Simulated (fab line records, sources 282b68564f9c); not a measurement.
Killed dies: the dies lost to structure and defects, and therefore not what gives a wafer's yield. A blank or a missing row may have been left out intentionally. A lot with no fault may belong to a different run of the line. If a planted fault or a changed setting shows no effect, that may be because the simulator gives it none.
Code-filled problem report in 8D (eight disciplines) form || flow rit cmos || the parts of the form that need people (team, actions taken, sign-off) are left out

## 1. THE ISSUE
A mean of 105.1 W is read at RIT_ACTIVE_ETCH_13 for rf fwd power W, taken on 1 wafer of 1 lot, against 124.6 W (standard deviation 0.4) on wafers free of any fault. Measured from the usual mean, that is -49 standard deviations.
The step: etches Si3N4 in SF6, stops on SiO2, time 210 s, target depth 210 nm.
Seen first at day 3 21:54 on rie diel-04, wafer L337.3. At this step, 15 wafers from 5 lots have a number in the record. The rule behind "out" and "out of limits": a value lying over 4 standard deviations away from the usual mean. The rest of the wafers with a number are treated as sound.

## 2. WHAT IT IS, AND WHAT IT ISN'T
{"question": "which readings at this step", "is": "rf fwd power W", "is not": "drypump motor current A, oes product au, throttle valve pct"}
{"question": "which lots", "is": "L337", "is not": "L326, L333, L341, L347"}
{"question": "which wafers of those lots", "is": "L337.3", "is not": "L337.1, L337.2"}
{"question": "read on which tools", "is": "rie diel-04", "is not": "rie diel-01, rie diel-02"}
{"question": "when", "is": "from day 3 21:54", "is not": "up to then (8 sound wafers); but 6 sound wafers of L341, L347 came after"}

## 3. WHAT RULES OUT EACH SUSPECT
Counting: any tool at a process step up to the reading remains a suspect provided it ran every lot that is out. Sound lots after the first of them don't rule it out here, since some wafers of a struck lot are sound.
- rie diel-04 at RIT_ACTIVE_ETCH_13 (etches Si3N4 in SF6, stops on SiO2, time 210 s, target depth 210 nm): kept. It processed L337, the lot that is out, at day 3 21:54, and its most recent sound lot before then was L333 at day 3 02:41. Out on those wafers are its own readings of rf fwd power W.
- At RIT_ACTIVE_ETCH_13, inside rie diel-04: chamber 2 took the wafers that are out, while their sound lot-mates went through chambers 0, 3.
Left after counting: rie diel-04 at RIT_ACTIVE_ETCH_13.

## 4. THE CAUSE (what the simulator had put in)
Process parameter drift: rie diel-04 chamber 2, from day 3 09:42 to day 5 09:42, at RIT_ACTIVE_ETCH_13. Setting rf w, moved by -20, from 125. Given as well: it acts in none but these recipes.
The count eliminated every tool but this one.

## 5. THE CHAIN OF EFFECTS, in route order
Each row: a reading where the mean over the struck wafers with a number is more than 3 standard deviations away from the usual. Readings are gone through only where the record gives a usual standard deviation; hours: the median, over the lots, of the time from a lot's start at the first step in this table giving one to that lot's start at this step; sigmas: the change measured in usual standard deviations.
{"hours": 0, "step": "RIT_ACTIVE_ETCH_13", "reading": "rf fwd power W", "usual": "124.6 W", "on struck wafers": 105.1, "change": -19.5, "sigmas": -49}
It contains these process steps:
- RIT_ACTIVE_ETCH_13: etches Si3N4 in SF6, stops on SiO2, time 210 s, target depth 210 nm.

## 6. WHAT WOULD HAVE CAUGHT IT SOONER
In this record no reading fell out of limits until day 3 21:54, 12 hours after the fault had begun at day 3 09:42.
